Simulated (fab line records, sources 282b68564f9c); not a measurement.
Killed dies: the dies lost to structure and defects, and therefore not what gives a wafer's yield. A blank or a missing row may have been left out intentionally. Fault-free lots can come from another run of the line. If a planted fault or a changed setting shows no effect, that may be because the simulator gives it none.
Split-lot trial ; flow ritCmos ; 23 wafers read across 5 lots, on a route 202 steps long

ON THE SPLIT
At RIT_FOX1_OXIDATION_00 (target thk 350.7 nm, ox time 1130 s), the setting oxTimeS was moved away from the recipe's 1130 s on 20 of the 23 wafers read, by -13.3% to +13.5%. All remaining wafers had this setting at the recipe value.

Split to reading: the file shows no intervening step.

THE READING
Values of FOX1_OXIDE_THK in nm from RIT_FOX1_THK_MEAS_01. Fault-free wafers of this fab line usually give 346 nm, standard deviation 3.7 nm.

wafer;tool, chamber at the split;oxTimeS as run, s;against the recipe;FOX1_OXIDE_THK, nm;against lot-mates on the recipe
L075.1;-, -;980;-13.3%;320;no lot-mate on the recipe
L075.2;-, -;980;-13.3%;320;no lot-mate on the recipe
L075.3;-, -;980;-13.3%;319;no lot-mate on the recipe
L075.4;-, -;980;-13.3%;317;no lot-mate on the recipe
L075.6;-, -;980;-13.3%;319;no lot-mate on the recipe
L076.1;-, -;1282;+13.5%;376;no lot-mate on the recipe
L076.2;-, -;1282;+13.5%;368;no lot-mate on the recipe
L076.3;-, -;1282;+13.5%;370;no lot-mate on the recipe
L076.4;-, -;1282;+13.5%;366;no lot-mate on the recipe
L076.6;-, -;1282;+13.5%;367;no lot-mate on the recipe
L079.2;-, -;990.1;-12.4%;324;no lot-mate on the recipe
L079.3;-, -;990.1;-12.4%;323;no lot-mate on the recipe
L079.4;-, -;990.1;-12.4%;321;no lot-mate on the recipe
L079.5;-, -;990.1;-12.4%;320;no lot-mate on the recipe
L079.6;-, -;990.1;-12.4%;320;no lot-mate on the recipe
L083.1;-, -;1200;+6.2%;362;no lot-mate on the recipe
L083.3;-, -;1200;+6.2%;367;no lot-mate on the recipe
L083.4;-, -;1200;+6.2%;362;no lot-mate on the recipe
L083.5;-, -;1200;+6.2%;362;no lot-mate on the recipe
L083.6;-, -;1200;+6.2%;357;no lot-mate on the recipe
L085.1;furnace-01, 0;1130;recipe;343;-
L085.3;furnace-01, 0;1130;recipe;346;-
L085.6;furnace-01, 0;1130;recipe;341;-

FIT RESULTS
A straight line over all 23 wafers: FOX1_OXIDE_THK changes by +1.95 nm for each +1% of oxTimeS; r = +0.99; the points scatter about the line by 3.7 nm.
Too few moved wafers have a lot-mate on the recipe to fit a line with each lot's own level taken away.

THE WHOLE CHAIN: every reading that the file lists as answering this split, in the file's order
step;what it does;reading;change (the file's fit);r (the file's)
RIT_FOX1_OXIDATION_00;target thk 350.7 nm, ox time 1130 s;SiO2_of_FOX1_OXIDATION_00.thkNm (the simulator's own value, which no gauge read);+1.96 nm for each +1% of the setting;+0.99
RIT_FOX1_THK_MEAS_01;;FOX1_OXIDE_THK;+1.96 for each +1% of the setting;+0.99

THE FILE'S OWN FIT
FOX1_OXIDE_THK changes by +1.96 nm for each +1% of oxTimeS, r = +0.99.
